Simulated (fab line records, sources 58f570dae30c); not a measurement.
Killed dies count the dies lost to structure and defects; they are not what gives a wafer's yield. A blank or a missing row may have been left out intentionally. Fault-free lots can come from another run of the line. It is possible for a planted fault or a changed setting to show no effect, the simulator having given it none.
Split-lot trial ; flow berkeley_cmos170 ; 23 wafers read across 5 lots, on a route 331 steps long

== THE SPLIT ==
At UCB170_CONTACT_COAT_10 (resist thk 900 nm), the setting resist_thk_nm was moved away from the recipe's 900 nm on 6 of the 23 wafers read, by -3.9% to -3.3%. All remaining wafers had this setting at the recipe value.

== FROM THE SPLIT TO THE READING: what the file shows between them, 3 steps ==
- UCB170_CONTACT_SOFTBAKE_11: time 60 s
- UCB170_CONTACT_EXPOSE_12: exposes mask CONT, target cd 700 nm
- UCB170_CONTACT_ETCH_17: etches BARC in N2/H2

== THE READING ==
KrF_of_CONTACT_COAT_10.thk_nm (the simulator's own value, which no gauge read), in nm, at UCB170_CONTACT_ETCH_18 (etches PSG in CHF3/CF4/Ar, stops on TiSi2, target depth 840 nm, time 195 s). There is no usual value for it anywhere in the file. Here, 17 wafers ran the recipe; their average is 691.9 nm with a standard deviation of 3 nm.

wafer;tool, chamber at the split;resist_thk_nm as run, nm;against the recipe;KrF_of_CONTACT_COAT_10.thk_nm, nm;against lot-mates on the recipe
L074.1;litho_track-01, 0;900;recipe;689.4;-
L074.2;litho_track-01, 0;870.4;-3.3%;666.4;-25.6
L074.4;litho_track-01, 0;900;recipe;694.6;-
L074.5;litho_track-01, 0;870.4;-3.3%;668.3;-23.7
L074.6;litho_track-01, 0;870.4;-3.3%;657.1;-34.9
L075.2;litho_track-03, 0;900;recipe;691.4;-
L075.3;litho_track-03, 0;900;recipe;689.7;-
L075.4;litho_track-03, 0;900;recipe;689.4;-
L075.5;litho_track-03, 0;900;recipe;693.5;-
L075.6;litho_track-03, 0;900;recipe;690.7;-
L077.1;litho_track-03, 0;864.8;-3.9%;656.7;-36.6
L077.2;litho_track-03, 0;864.8;-3.9%;653.1;-40.2
L077.3;litho_track-03, 0;900;recipe;691.8;-
L077.4;litho_track-03, 0;864.8;-3.9%;652.3;-41.0
L077.6;litho_track-03, 0;900;recipe;694.8;-
L079.2;litho_track-02, 0;900;recipe;688.5;-
L079.3;litho_track-02, 0;900;recipe;692;-
L079.5;litho_track-02, 0;900;recipe;687.1;-
L084.1;litho_track-03, 0;900;recipe;695.7;-
L084.2;litho_track-03, 0;900;recipe;697.5;-
L084.3;litho_track-03, 0;900;recipe;687.2;-
L084.4;litho_track-03, 0;900;recipe;695.5;-
L084.5;litho_track-03, 0;900;recipe;693.2;-

FIT RESULTS
A straight line over all 23 wafers: KrF_of_CONTACT_COAT_10.thk_nm changes by +9.21 nm for each +1% of resist_thk_nm; r = +0.97; the points scatter about the line by 3.5 nm.
The same after taking each lot's own level away (the mean of its wafers on the recipe; 23 wafers): +9.44 nm for each +1%; r = +0.98; scatter 3.3 nm.
That fit puts the effect of the largest move of resist_thk_nm on the reading at 37 nm.
The lots' own levels span 689.20 to 693.82 nm, that is 1.5 times the standard deviation above.
The two slopes agree, so the slope changes little with the lot-to-lot level.
Check: -36.9 nm against its lot-mates is what the line predicts for one of the wafers moved furthest among these (-3.9%) when that wafer is left out of the fit. It came out at -36.6 nm against them.

== OTHER SPLITS APPLIED TO THESE WAFERS ==
Before the reading, these wafers also passed through other splits. Each is held against what the fit with the lots' levels taken away leaves over:
other split on the same wafers;wafers away from the commonest value;r with KrF_of_CONTACT_COAT_10.thk_nm (lot level and that fit taken away)
UCB170_PLDD_EXPOSE_03 dose_mj;9;-0.25
UCB170_SPACER_CVD_00 time_s;7;+0.22
UCB170_PSD_IMPLANT_08 energy_kev;9;+0.17
UCB170_NSD_IMPLANT_08 dose_cm2;7;+0.38
UCB170_SILICIDE_SPUTTER_01 power_w;11;+0.10

== THE WHOLE CHAIN: every reading that the file lists as answering this split, in the file's order ==
step;what it does;reading;change (the file's fit);r (the file's)
UCB170_CONTACT_COAT_10;resist thk 900 nm;KrF_of_CONTACT_COAT_10.thk_nm (the simulator's own value, which no gauge read);+9.14 nm for each +1% of the setting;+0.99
UCB170_CONTACT_ETCH_18;etches PSG in CHF3/CF4/Ar, stops on TiSi2, target depth 840 nm, time 195 s;KrF_of_CONTACT_COAT_10.thk_nm (the simulator's own value, which no gauge read);+9.42 nm for each +1% of the setting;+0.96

== THE FILE'S OWN FIT ==
KrF_of_CONTACT_COAT_10.thk_nm changes by +9.42 nm for each +1% of resist_thk_nm, r = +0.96.
